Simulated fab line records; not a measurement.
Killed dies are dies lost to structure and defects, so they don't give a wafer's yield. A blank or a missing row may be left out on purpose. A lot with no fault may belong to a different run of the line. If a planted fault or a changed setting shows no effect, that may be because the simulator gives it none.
Split-lot experiment -- flow berkeleyCmos170 -- 5 lots, 23 wafers read, on a route of 331 steps

## THE SPLIT
At UCB170_M1_COAT_04 (resist thk 900 nm), the setting resistThkNm was moved away from the recipe's 900 nm on 8 of the 23 wafers read, by -3.9% to +4.0%. The other wafers ran this setting at the recipe's value.

## THE PATH FROM SPLIT TO READING: the file shows 1 step between them
- UCB170_M1_ETCH_11: etches BARC in N2/H2 (also split here: biasW)

## THE READING
KrF_of_M1_COAT_04.thkNm (the simulator's own value, which no gauge read), in nm, at UCB170_M1_METAL_ETCH_12 (etches Al in Cl2/BCl3, stops on PSG, target depth 780 nm, time 130 s). There is no usual value for it anywhere in the file. Here, 15 wafers ran the recipe; their average is 439.9 nm with a standard deviation of 13 nm.

wafer,"tool, chamber at the split","resistThkNm as run, nm",against the recipe,"KrF_of_M1_COAT_04.thkNm, nm",against lot-mates on the recipe
L075.1,"lithoTrack-02, 0",865.2,-3.9%,393,-37.7
L075.3,"lithoTrack-02, 0",900,recipe,431.6,-
L075.4,"lithoTrack-02, 0",900,recipe,429.8,-
L075.5,"lithoTrack-02, 0",865.2,-3.9%,400.6,-30.1
L075.6,"lithoTrack-02, 0",865.2,-3.9%,394.2,-36.5
L076.2,"lithoTrack-03, 0",900,recipe,452.6,-
L076.3,"lithoTrack-03, 0",900,recipe,454.6,-
L076.4,"lithoTrack-03, 0",900,recipe,436.3,-
L076.5,"lithoTrack-03, 0",935.6,+4.0%,492.1,+44.3
L076.6,"lithoTrack-03, 0",935.6,+4.0%,469,+21.2
L082.2,"lithoTrack-03, 0",900,recipe,439.9,-
L082.4,"lithoTrack-03, 0",900,recipe,457.3,-
L082.5,"lithoTrack-03, 0",900,recipe,437.6,-
L084.2,"lithoTrack-04, 0",900,recipe,459.1,-
L084.3,"lithoTrack-04, 0",871,-3.2%,411.1,-48.9
L084.4,"lithoTrack-04, 0",900,recipe,460.8,-
L084.5,"lithoTrack-04, 0",871,-3.2%,428,-32.0
L084.6,"lithoTrack-04, 0",871,-3.2%,410.6,-49.4
L083.1,"lithoTrack-02, 0",900,recipe,431.6,-
L083.2,"lithoTrack-02, 0",900,recipe,426.3,-
L083.3,"lithoTrack-02, 0",900,recipe,423.1,-
L083.4,"lithoTrack-02, 0",900,recipe,430.1,-
L083.6,"lithoTrack-02, 0",900,recipe,428.2,-

FIT RESULTS
A straight line over all 23 wafers: KrF_of_M1_COAT_04.thkNm changes by +9.92 nm for each +1% of resistThkNm; r = +0.87; the points scatter about the line by 12 nm.
The same after taking each lot's own level away (the mean of its wafers on the recipe; 23 wafers): +9.88 nm for each +1%; r = +0.93; scatter 8.3 nm.
That fit puts the effect of the largest move of resistThkNm on the reading at 39 nm.
Measured against the standard deviation above, the lots' own levels, which go from 427.86 to 459.95 nm, span 2.5 times it.
Consequently the slope shifts little with the lot-to-lot level, the two slopes agreeing.
Check: for one of the wafers moved furthest among these (+4.0%), held out of the fit, the line's prediction against its lot-mates is +35.2 nm. It came out at +44.3 nm against them.

## OTHER SPLITS ON THESE WAFERS
Before the reading, these wafers also passed through other splits. Each is held against what the fit with the lots' levels taken away leaves over:
other split on the same wafers,wafers away from the commonest value,r with KrF_of_M1_COAT_04.thkNm (lot level and that fit taken away)
UCB170_NSD_IMPLANT_08 energyKev,8,+0.06
UCB170_M1_ETCH_11 biasW,7,+0.08

## THE WHOLE CHAIN: every reading that the file lists as answering this split, in the file's order
step,what it does,reading,change (the file's fit),r (the file's)
UCB170_M1_COAT_04,resist thk 900 nm,"KrF_of_M1_COAT_04.thkNm (the simulator's own value, which no gauge read)",+9.3 nm for each +1% of the setting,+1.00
UCB170_M1_METAL_ETCH_12,"etches Al in Cl2/BCl3, stops on PSG, target depth 780 nm, time 130 s","KrF_of_M1_COAT_04.thkNm (the simulator's own value, which no gauge read)",+9.85 nm for each +1% of the setting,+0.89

## THE FILE'S OWN FIT
KrF_of_M1_COAT_04.thkNm changes by +9.85 nm for each +1% of resistThkNm, r = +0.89.
